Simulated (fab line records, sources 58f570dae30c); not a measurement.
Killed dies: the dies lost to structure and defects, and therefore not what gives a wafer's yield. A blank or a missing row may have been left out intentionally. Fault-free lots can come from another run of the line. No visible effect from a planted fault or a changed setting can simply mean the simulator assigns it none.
Which tool did it? -- flow berkeleyCmos170 -- 6 lots with 17 wafers sampled at 5 steps, on a route of 331 steps

## WHAT THE GAUGES READ, wafer by wafer
UCB170_M2_RS_MEAS_02: measurement is done with a four-point probe.
lot,measured,on,M2_AL_RS (ohm/sq)
L799,day 8 03:29,filmMetro-02,0.0322 0.0318 0.0323
L800,day 8 18:30,filmMetro-04,0.0320 0.0319 0.0319
L801,day 9 05:55,filmMetro-01,0.0314 0.0317 0.0319
L806,day 9 23:50,filmMetro-01,0.0329 0.0328 0.0327
L813,day 11 11:34,filmMetro-02,0.0325 0.0322 0.0323
L811,day 11 12:59,filmMetro-02,0.0277 0.0318 0.0278 0.0319

## WHAT TOOL EACH LOT RAN ON (gives the tool, then ch and the chambers of the sampled wafers, and finally the start)
lot,UCB170_CONTACT_ETCH_17,UCB170_CONTACT_ETCH_18,UCB170_V1_STRIP_15,UCB170_M2_SPUTTER_01
L799,"rieDiel-04 ch 1,2,3, day 7 18:10","rieDiel-04 ch 1,2,3, day 8 03:05 or earlier","plasmaAsher-04 ch 0,1, day 8 03:05","pvdSputter-04, day 8 03:22"
L800,"rieDiel-03 ch 1,2, day 8 07:17","rieDiel-03 ch 1,2, day 8 18:07 or earlier","plasmaAsher-04 ch 0,1, day 8 18:07","pvdSputter-04, day 8 18:23"
L801,"rieDiel-02 ch 0,3, day 8 18:44","rieDiel-02 ch 0,3, day 9 05:32 or earlier","plasmaAsher-02 ch 0,1, day 9 05:32","pvdSputter-02, day 9 05:49"
L806,"rieDiel-04 ch 0,1,2, day 9 15:44","rieDiel-04 ch 0,1,2, day 9 23:28 or earlier","plasmaAsher-04 ch 0,1, day 9 23:28","pvdSputter-01, day 9 23:46"
L813,"rieDiel-02 ch 0,2,3, day 11 01:33","rieDiel-02 ch 0,2,3, day 11 11:10 or earlier","plasmaAsher-02 ch 0,1, day 11 11:10","pvdSputter-04, day 11 11:28"
L811,"rieDiel-02 ch 2,3, day 11 03:20","rieDiel-02 ch 2,3, day 11 12:37 or earlier","plasmaAsher-01 ch 0,1, day 11 12:37","pvdSputter-01, day 11 12:54"
- UCB170_CONTACT_ETCH_17: etches BARC in N2/H2.
- UCB170_CONTACT_ETCH_18: etches PSG in CHF3/CF4/Ar, stops on TiSi2, target depth 840 nm, time 195 s.
- UCB170_V1_STRIP_15: strips in O2.
- UCB170_M2_SPUTTER_01: material Al, target thk 900 nm, time 120 s.

## THE ANSWER, worked out from the rows above alone
Rule: usual is defined by the lots themselves. The widest of any qualifying gaps counts: lots, ordered by their means at a reading, are off when they make up no more than a third of the lots, leave a main group of 4 or more, and stand apart from it by 3 or more times the standard deviation of that group's means. If all means in a main group match to the digits the tables above print for the reading, that group is not used. A lot without any number at a reading at which 4 lots or more have one is off too. Any other lot the step has rows for is counted as sound.
Off: at UCB170_M2_RS_MEAS_02 (M2_AL_RS), L811. Mean 0.0322 ohm/sq and standard deviation 0.00038 in the main group.
A tool fits if, at a process step before that reading, it ran every lot that is off, and no sound lot after the first of them. Gauges at UCB170_M2_RS_MEAS_02: tried the same way as those tools. With no start given for some of its lots, UCB170_CONTACT_ETCH_18 uses the hours and lot order of UCB170_V1_STRIP_15. Can't be told from this: 4 tools fit, rieDiel-02 at UCB170_CONTACT_ETCH_17 and UCB170_CONTACT_ETCH_18, plasmaAsher-01 at UCB170_V1_STRIP_15, pvdSputter-01 at UCB170_M2_SPUTTER_01, filmMetro-02 at UCB170_M2_RS_MEAS_02.

## WHAT THE SIMULATOR HAD INSERTED
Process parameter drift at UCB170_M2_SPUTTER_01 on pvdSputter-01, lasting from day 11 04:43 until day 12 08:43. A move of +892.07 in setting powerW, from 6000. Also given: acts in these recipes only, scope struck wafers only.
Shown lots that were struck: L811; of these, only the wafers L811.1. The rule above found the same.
